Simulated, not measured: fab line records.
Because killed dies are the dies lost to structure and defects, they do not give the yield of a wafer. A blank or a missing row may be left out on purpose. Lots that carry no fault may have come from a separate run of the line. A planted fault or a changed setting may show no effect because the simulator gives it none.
What tool caused it? + flow berkeley-cmos170 + 14 lots with 42 wafers sampled at 4 steps, on a route of 331 steps

## WHAT THE GAUGES READ, wafer by wafer
UCB170_SACOX_THK_MEAS_02. Usual: SACOX_OXIDE_THK 14.47 nm, standard deviation 0.23.
| lot  | measured    | on            | SACOX_OXIDE_THK (nm) | flag |
|------|-------------|---------------|----------------------|------|
| L118 | day 5 08:45 | film-metro-01 | 14.96 14.63 14.93    |      |
| L119 | day 5 18:11 | film-metro-02 | 14.47 14.47 14.40    |      |
| L120 | day 5 18:11 | film-metro-01 | 14.27 14.26 14.27    |      |
| L121 | day 6 05:26 | film-metro-02 | 14.95 14.85 14.75    |      |
| L122 | day 6 05:26 | film-metro-03 | 14.48 14.49 14.43    |      |
| L125 | day 6 07:52 | film-metro-03 | 14.76 14.68 14.39    |      |
| L126 | day 6 17:17 | film-metro-01 | 14.98 14.91 14.87    |      |
| L129 | day 7 08:10 | film-metro-03 | 14.50 14.37 14.42    |      |
| L131 | day 7 19:44 | film-metro-01 | 14.39 14.56 14.66    |      |
| L134 | day 8 21:30 | film-metro-02 | 14.24 14.29 14.23    |      |
| L138 | day 8 21:26 | film-metro-02 | 14.52 14.35 14.63    |      |
| L140 | day 9 07:37 | film-metro-02 | 14.60 14.56 14.58    |      |
| L139 | day 9 07:37 | film-metro-01 | 14.53 14.55 14.54    |      |
| L141 | day 9 18:38 | film-metro-03 | 14.22 14.55 14.45    |      |

UCB170_NLDD_CD_MEAS_06: target cd 1200 nm. Usual: cd-nm at 1200.0 nm, with a standard deviation of 1.6.
| lot  | measured     | on        | cd-nm (nm)           | flag |
|------|--------------|-----------|----------------------|------|
| L118 | day 6 12:01  | cd-sem-01 | 1200.1 1199.9 1200.8 |      |
| L119 | day 6 21:50  | cd-sem-01 | 1202.2 1199.9 1200.3 |      |
| L120 | day 6 21:29  | cd-sem-02 | 1198.0 1199.0 1197.3 |      |
| L121 | day 7 10:13  | cd-sem-01 | 1173.8 1174.3 1175.2 | OFF  |
| L122 | day 7 09:40  | cd-sem-02 | 1198.4 1199.9 1199.7 |      |
| L125 | day 7 12:00  | cd-sem-01 | 1172.5 1173.5 1174.7 | OFF  |
| L126 | day 8 01:40  | cd-sem-01 | 1200.3 1200.8 1199.8 |      |
| L129 | day 8 16:13  | cd-sem-01 | 1200.4 1198.7 1197.3 |      |
| L131 | day 9 00:08  | cd-sem-01 | 1198.6 1197.9 1197.4 |      |
| L134 | day 10 02:06 | cd-sem-01 | 1198.8 1197.8 1198.3 |      |
| L138 | day 10 01:23 | cd-sem-01 | 1199.4 1199.7 1199.0 |      |
| L140 | day 10 10:43 | cd-sem-01 | 1200.7 1200.4 1200.7 |      |
| L139 | day 10 08:26 | cd-sem-01 | 1197.6 1197.1 1198.2 |      |
| L141 | day 11 01:43 | cd-sem-01 | 1199.1 1198.6 1198.7 |      |

## EACH LOT AND THE TOOL THAT RAN IT (in order: tool; ch and the chambers of the sampled wafers; start)
| lot  | UCB170_PFIELD_STRIP_08              | UCB170_NLDD_SOFTBAKE_02           |
|------|-------------------------------------|-----------------------------------|
| L118 | plasma-asher-04 ch 0,1, day 4 08:30 | litho-track-01 ch 0, day 6 10:19  |
| L119 | plasma-asher-04 ch 0,1, day 4 23:55 | litho-track-03 ch 0, day 6 20:58  |
| L120 | plasma-asher-01 ch 0,1, day 5 00:10 | litho-track-04 ch 0, day 6 20:24  |
| L121 | plasma-asher-04 ch 0,1, day 5 11:22 | litho-track-03 ch 0, day 7 09:33  |
| L122 | plasma-asher-03 ch 0,1, day 5 11:47 | litho-track-03 ch 0, day 7 09:00  |
| L125 | plasma-asher-01 ch 0,1, day 5 16:48 | litho-track-03 ch 0, day 7 11:09  |
| L126 | plasma-asher-04 ch 0, day 5 21:59   | litho-track-01 ch 0, day 8 00:05  |
| L129 | plasma-asher-03 ch 0,1, day 6 15:40 | litho-track-04 ch 0, day 8 15:33  |
| L131 | plasma-asher-01 ch 0,1, day 6 23:21 | litho-track-01 ch 0, day 8 22:55  |
| L134 | plasma-asher-03 ch 0,1, day 8 02:18 | litho-track-01 ch 0, day 10 00:52 |
| L138 | plasma-asher-03 ch 0,1, day 8 04:54 | litho-track-04 ch 0, day 10 00:01 |
| L140 | plasma-asher-03 ch 0,1, day 8 14:33 | litho-track-01 ch 0, day 10 09:22 |
| L139 | plasma-asher-01 ch 0,1, day 8 14:56 | litho-track-01 ch 0, day 10 07:37 |
| L141 | plasma-asher-04 ch 0,1, day 9 02:15 | litho-track-01 ch 0, day 11 01:11 |
- UCB170_PFIELD_STRIP_08: strips in O2.
- UCB170_NLDD_SOFTBAKE_02: time 60 s.

## WHAT THE TOOLS THEMSELVES READ (means of the sampled wafers that have a number; where no wafer has one, the mark that the record gives instead)
UCB170_PFIELD_STRIP_08. Usual: drypump-motor-current-A 5.9 A, standard deviation 0.67; oes-product-au 0.735 a.u., standard deviation 0.0046; strip-time-to-endpoint-s 21.61 s, standard deviation 0.057.
| lot  | tool            | drypump-motor-current-A (A) | oes-product-au (a.u.) | strip-time-to-endpoint-s (s) | flag |
|------|-----------------|-----------------------------|-----------------------|------------------------------|------|
| L118 | plasma-asher-04 | 6.0                         | 0.735                 | 21.68                        |      |
| L119 | plasma-asher-04 | 6.0                         | 0.737                 | 21.62                        |      |
| L120 | plasma-asher-01 | 4.9                         | 0.736                 | 21.65                        |      |
| L121 | plasma-asher-04 | 6.3                         | 0.733                 | 21.67                        |      |
| L122 | plasma-asher-03 | 6.4                         | 0.735                 | 21.53                        |      |
| L125 | plasma-asher-01 | 4.9                         | 0.738                 | 21.60                        |      |
| L126 | plasma-asher-04 | 6.5                         | 0.731                 | 21.60                        |      |
| L129 | plasma-asher-03 | 6.4                         | 0.734                 | 21.61                        |      |
| L131 | plasma-asher-01 | 4.9                         | 0.737                 | 21.60                        |      |
| L134 | plasma-asher-03 | 6.2                         | 0.735                 | 21.66                        |      |
| L138 | plasma-asher-03 | 6.4                         | 0.730                 | 21.60                        |      |
| L140 | plasma-asher-03 | 6.2                         | 0.736                 | 21.59                        |      |
| L139 | plasma-asher-01 | 4.8                         | 0.736                 | 21.59                        |      |
| L141 | plasma-asher-04 | 6.3                         | 0.732                 | 21.72                        |      |

UCB170_NLDD_SOFTBAKE_02. Usual: heater-power-total-W 56.80 W, standard deviation 0.038; plate-temp-C 130.02 C, standard deviation 0.15.
| lot  | tool           | heater-power-total-W (W) | plate-temp-C (C) | flag |
|------|----------------|--------------------------|------------------|------|
| L118 | litho-track-01 | 56.81                    | 130.03           |      |
| L119 | litho-track-03 | 56.79                    | 129.85           |      |
| L120 | litho-track-04 | 56.84                    | 130.11           |      |
| L121 | litho-track-03 | 47.52                    | 113.44           | OFF  |
| L122 | litho-track-03 | 56.82                    | 130.09           |      |
| L125 | litho-track-03 | 47.51                    | 113.31           | OFF  |
| L126 | litho-track-01 | 56.81                    | 130.03           |      |
| L129 | litho-track-04 | 56.80                    | 129.99           |      |
| L131 | litho-track-01 | 56.78                    | 130.23           |      |
| L134 | litho-track-01 | 56.77                    | 130.00           |      |
| L138 | litho-track-04 | 56.77                    | 130.01           |      |
| L140 | litho-track-01 | 56.83                    | 129.86           |      |
| L139 | litho-track-01 | 56.80                    | 129.95           |      |
| L141 | litho-track-01 | 56.80                    | 130.17           |      |

## THE ANSWER, worked out from the rows above alone
Rule: a lot is off if the mean of its wafers that have a number lies more than 3 standard deviations from the usual mean. Also off: a lot with no number at a reading for which 4 or more lots have one. Where the step has rows for the other lots, those lots are counted as sound. After the gauges, taken in route order, come the tools' own readings; for these a lot's mean is taken, as printed above. At the first step where some lot is off, the reading lying furthest off is the one used; lots without a number count as furthest.
Off: L121, L125 (UCB170_NLDD_CD_MEAS_06, cd-nm).
If a tool, at a process step before that reading, ran all the lots that are off and no sound lot after the first of them, it fits. The gauges at UCB170_NLDD_CD_MEAS_06 aren't tried: what is off there is off at UCB170_NLDD_SOFTBAKE_02 too, on other tools, and a gauge's error can't cause that. One fits: litho-track-03 at UCB170_NLDD_SOFTBAKE_02. Its last sound lot is L122 (day 7 09:00), its first lot that is off L121 (day 7 09:33): a fault that began between those two fits.
The tool's own readings at UCB170_NLDD_SOFTBAKE_02 bear it out: on the lots that are off they differ by more than 5 times the standard deviation of the sound lots' means. heater-power-total-W reads 47.52 W there against 56.80 W on the sound lots; plate-temp-C reads 113.38 C there against 130.03 C on the sound lots.

## WHAT HAD BEEN PUT IN BY THE SIMULATOR
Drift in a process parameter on litho-track-03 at UCB170_NLDD_SOFTBAKE_02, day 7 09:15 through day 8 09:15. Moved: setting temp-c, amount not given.
Struck lots among those shown: L121, L125. The rule above found the same.
